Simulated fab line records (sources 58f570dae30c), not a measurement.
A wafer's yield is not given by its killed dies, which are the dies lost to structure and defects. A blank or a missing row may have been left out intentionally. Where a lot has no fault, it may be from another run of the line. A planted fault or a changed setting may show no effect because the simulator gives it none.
The tool behind it: which one? / flow berkeley-cmos170 / 14 lots, 42 wafers sampled, at 2 steps of a route of 331

== WHAT THE GAUGES READ, wafer by wafer ==
The record holds no reading of a measuring or inspecting step that can be judged against a usual standard deviation.

== TOOL THAT RAN EACH LOT (tool first, then ch and the chambers of the sampled wafers, then the start) ==
lot=L913; UCB170_V2_ETCH_14=rie-diel-02 ch 0,1,2, day 7 15:13; UCB170_V2_STRIP_15=plasma-asher-03 ch 0,1, day 7 15:23
lot=L914; UCB170_V2_ETCH_14=rie-diel-04 ch 1,2,3, day 7 15:28; UCB170_V2_STRIP_15=plasma-asher-03 ch 0,1, day 7 15:38
lot=L918; UCB170_V2_ETCH_14=rie-diel-02 ch 1,2, day 8 07:47; UCB170_V2_STRIP_15=plasma-asher-01 ch 0,1, day 8 07:58
lot=L917; UCB170_V2_ETCH_14=rie-diel-04 ch 0,1,3, day 8 08:04; UCB170_V2_STRIP_15=plasma-asher-03 ch 0,1, day 8 08:17
lot=L919; UCB170_V2_ETCH_14=rie-diel-04 ch 0,1,3, day 9 08:35; UCB170_V2_STRIP_15=plasma-asher-03 ch 0,1, day 9 08:46
lot=L920; UCB170_V2_ETCH_14=rie-diel-04 ch 1,2,3, day 9 10:17; UCB170_V2_STRIP_15=plasma-asher-02 ch 0,1, day 9 10:28
lot=L923; UCB170_V2_ETCH_14=rie-diel-04 ch 1,2, day 9 14:16; UCB170_V2_STRIP_15=plasma-asher-02 ch 0,1, day 9 14:29
lot=L922; UCB170_V2_ETCH_14=rie-diel-02 ch 1,2, day 9 14:53; UCB170_V2_STRIP_15=plasma-asher-03 ch 0,1, day 9 15:06
lot=L924; UCB170_V2_ETCH_14=rie-diel-02 ch 1,2,3, day 9 22:10; UCB170_V2_STRIP_15=plasma-asher-02 ch 0,1, day 9 22:21
lot=L926; UCB170_V2_ETCH_14=rie-diel-02 ch 0,1,3, day 10 14:57; UCB170_V2_STRIP_15=plasma-asher-01 ch 0,1, day 10 15:08
lot=L927; UCB170_V2_ETCH_14=rie-diel-04 ch 0,1,3, day 10 15:10; UCB170_V2_STRIP_15=plasma-asher-02 ch 0,1, day 10 15:20
lot=L931; UCB170_V2_ETCH_14=rie-diel-02 ch 2,3, day 11 17:33; UCB170_V2_STRIP_15=plasma-asher-02 ch 0,1, day 11 17:46
lot=L934; UCB170_V2_ETCH_14=rie-diel-01 ch 0,2,3, day 12 12:43; UCB170_V2_STRIP_15=plasma-asher-03 ch 0,1, day 12 12:54
lot=L935; UCB170_V2_ETCH_14=rie-diel-04 ch 0,1, day 12 21:52; UCB170_V2_STRIP_15=plasma-asher-02 ch 0,1, day 12 22:03
- UCB170_V2_ETCH_14: etches SiO2 in CHF3/CF4/Ar, stops on Al, target depth 1250 nm, time 291 s.
- UCB170_V2_STRIP_15: strips in O2.

== AS READ BY THE TOOLS THEMSELVES (means over the sampled wafers that have a number; for cases with no such wafer, the mark the record gives instead) ==
UCB170_V2_ETCH_14.
lot=L913; tool=rie-diel-02; chamber-pressure-mTorr (mTorr)=200.11; drypump-motor-current-A (A)=6.1; oes-product-au (a.u.)=0.873; run-length-s (s)=319.0; throttle-valve-pct (%)=6.92
lot=L914; tool=rie-diel-04; chamber-pressure-mTorr (mTorr)=199.98; drypump-motor-current-A (A)=6.0; oes-product-au (a.u.)=0.869; run-length-s (s)=319.1; throttle-valve-pct (%)=7.12
lot=L918; tool=rie-diel-02; chamber-pressure-mTorr (mTorr)=200.02; drypump-motor-current-A (A)=6.2; oes-product-au (a.u.)=0.876; run-length-s (s)=319.1; throttle-valve-pct (%)=6.94
lot=L917; tool=rie-diel-04; chamber-pressure-mTorr (mTorr)=199.97; drypump-motor-current-A (A)=6.0; oes-product-au (a.u.)=0.871; run-length-s (s)=319.5; throttle-valve-pct (%)=7.10
lot=L919; tool=rie-diel-04; chamber-pressure-mTorr (mTorr)=199.98; drypump-motor-current-A (A)=5.9; oes-product-au (a.u.)=0.872; run-length-s (s)=319.3; throttle-valve-pct (%)=7.11
lot=L920; tool=rie-diel-04; chamber-pressure-mTorr (mTorr)=199.88; drypump-motor-current-A (A)=6.0; oes-product-au (a.u.)=0.875; run-length-s (s)=319.0; throttle-valve-pct (%)=7.12
lot=L923; tool=rie-diel-04; chamber-pressure-mTorr (mTorr)=199.82; drypump-motor-current-A (A)=5.9; oes-product-au (a.u.)=0.867; run-length-s (s)=318.8; throttle-valve-pct (%)=7.14
lot=L922; tool=rie-diel-02; chamber-pressure-mTorr (mTorr)=199.94; drypump-motor-current-A (A)=5.7; oes-product-au (a.u.)=0.879; run-length-s (s)=318.7; throttle-valve-pct (%)=6.96
lot=L924; tool=rie-diel-02; chamber-pressure-mTorr (mTorr)=199.90; drypump-motor-current-A (A)=6.0; oes-product-au (a.u.)=0.879; run-length-s (s)=318.8; throttle-valve-pct (%)=6.91
lot=L926; tool=rie-diel-02; chamber-pressure-mTorr (mTorr)=200.21; drypump-motor-current-A (A)=5.8; oes-product-au (a.u.)=1.000; run-length-s (s)=261.1; throttle-valve-pct (%)=6.88
lot=L927; tool=rie-diel-04; chamber-pressure-mTorr (mTorr)=199.94; drypump-motor-current-A (A)=6.0; oes-product-au (a.u.)=0.873; run-length-s (s)=319.2; throttle-valve-pct (%)=7.10
lot=L931; tool=rie-diel-02; chamber-pressure-mTorr (mTorr)=200.04; drypump-motor-current-A (A)=6.5; oes-product-au (a.u.)=1.014; run-length-s (s)=261.7; throttle-valve-pct (%)=6.89
lot=L934; tool=rie-diel-01; chamber-pressure-mTorr (mTorr)=200.06; drypump-motor-current-A (A)=5.6; oes-product-au (a.u.)=0.871; run-length-s (s)=319.9; throttle-valve-pct (%)=6.94
lot=L935; tool=rie-diel-04; chamber-pressure-mTorr (mTorr)=200.13; drypump-motor-current-A (A)=5.8; oes-product-au (a.u.)=0.866; run-length-s (s)=319.3; throttle-valve-pct (%)=7.08

UCB170_V2_STRIP_15.
lot=L913; tool=plasma-asher-03; chamber-pressure-mTorr (mTorr)=3499; drypump-motor-current-A (A)=5.2; oes-product-au (a.u.)=0.719; strip-time-to-endpoint-s (s)=15.33
lot=L914; tool=plasma-asher-03; chamber-pressure-mTorr (mTorr)=3501; drypump-motor-current-A (A)=5.3; oes-product-au (a.u.)=0.722; strip-time-to-endpoint-s (s)=15.30
lot=L918; tool=plasma-asher-01; chamber-pressure-mTorr (mTorr)=3500; drypump-motor-current-A (A)=6.2; oes-product-au (a.u.)=0.722; strip-time-to-endpoint-s (s)=15.24
lot=L917; tool=plasma-asher-03; chamber-pressure-mTorr (mTorr)=3499; drypump-motor-current-A (A)=5.3; oes-product-au (a.u.)=0.718; strip-time-to-endpoint-s (s)=15.46
lot=L919; tool=plasma-asher-03; chamber-pressure-mTorr (mTorr)=3499; drypump-motor-current-A (A)=5.2; oes-product-au (a.u.)=0.721; strip-time-to-endpoint-s (s)=15.17
lot=L920; tool=plasma-asher-02; chamber-pressure-mTorr (mTorr)=3498; drypump-motor-current-A (A)=5.4; oes-product-au (a.u.)=0.721; strip-time-to-endpoint-s (s)=15.36
lot=L923; tool=plasma-asher-02; chamber-pressure-mTorr (mTorr)=3501; drypump-motor-current-A (A)=5.4; oes-product-au (a.u.)=0.719; strip-time-to-endpoint-s (s)=15.30
lot=L922; tool=plasma-asher-03; chamber-pressure-mTorr (mTorr)=3503; drypump-motor-current-A (A)=5.2; oes-product-au (a.u.)=0.721; strip-time-to-endpoint-s (s)=15.37
lot=L924; tool=plasma-asher-02; chamber-pressure-mTorr (mTorr)=3502; drypump-motor-current-A (A)=5.2; oes-product-au (a.u.)=0.723; strip-time-to-endpoint-s (s)=15.51
lot=L926; tool=plasma-asher-01; chamber-pressure-mTorr (mTorr)=3502; drypump-motor-current-A (A)=6.3; oes-product-au (a.u.)=0.722; strip-time-to-endpoint-s (s)=16.57
lot=L927; tool=plasma-asher-02; chamber-pressure-mTorr (mTorr)=3499; drypump-motor-current-A (A)=5.4; oes-product-au (a.u.)=0.726; strip-time-to-endpoint-s (s)=15.35
lot=L931; tool=plasma-asher-02; chamber-pressure-mTorr (mTorr)=3502; drypump-motor-current-A (A)=5.4; oes-product-au (a.u.)=0.727; strip-time-to-endpoint-s (s)=16.43
lot=L934; tool=plasma-asher-03; chamber-pressure-mTorr (mTorr)=3501; drypump-motor-current-A (A)=5.2; oes-product-au (a.u.)=0.722; strip-time-to-endpoint-s (s)=15.28
lot=L935; tool=plasma-asher-02; chamber-pressure-mTorr (mTorr)=3500; drypump-motor-current-A (A)=5.2; oes-product-au (a.u.)=0.725; strip-time-to-endpoint-s (s)=15.35

== THE ANSWER, worked out from the rows above alone ==
Rule: the lots themselves supply what counts as usual. The widest of any qualifying gaps counts: lots, ordered by their means at a reading, are off when they make up no more than a third of the lots, leave a main group of 4 or more, and stand apart from it by 3 or more times the standard deviation of that group's means. The tables above print the reading to a certain number of digits; a main group whose means all agree to those digits is not used. Also off: a lot with no number at a reading for which 4 or more lots have one. Any other lot the step has rows for is counted as sound. First the gauges in route order, then the tools' own readings, where a lot's mean is used as printed above. At the first step where some lot is off, the reading lying furthest off is the one used; lots without a number count as furthest.
Off, at UCB170_V2_ETCH_14 on run-length-s: L926, L931. Mean 319.1 s and standard deviation 0.32 in the main group.
A tool fits if, at that step or a process step before it, it ran every lot that is off, and no sound lot after the first of them. One candidate fits, namely rie-diel-02 at UCB170_V2_ETCH_14. Its last sound lot is L924 (day 9 22:10), its first lot that is off L926 (day 10 14:57): a fault that began between those two fits.
The tool's own readings at UCB170_V2_ETCH_14 bear it out: on the lots that are off they differ by more than 5 times the standard deviation of the sound lots' means. oes-product-au reads 1.007 a.u. there against 0.873 a.u. on the sound lots; run-length-s reads 261.4 s there against 319.1 s on the sound lots.

== WHAT HAD BEEN PUT IN BY THE SIMULATOR ==
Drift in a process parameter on rie-diel-02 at UCB170_V2_ETCH_14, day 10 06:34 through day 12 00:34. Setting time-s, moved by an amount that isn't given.
Shown lots that were struck: L926, L931. The rule above reached the same finding.
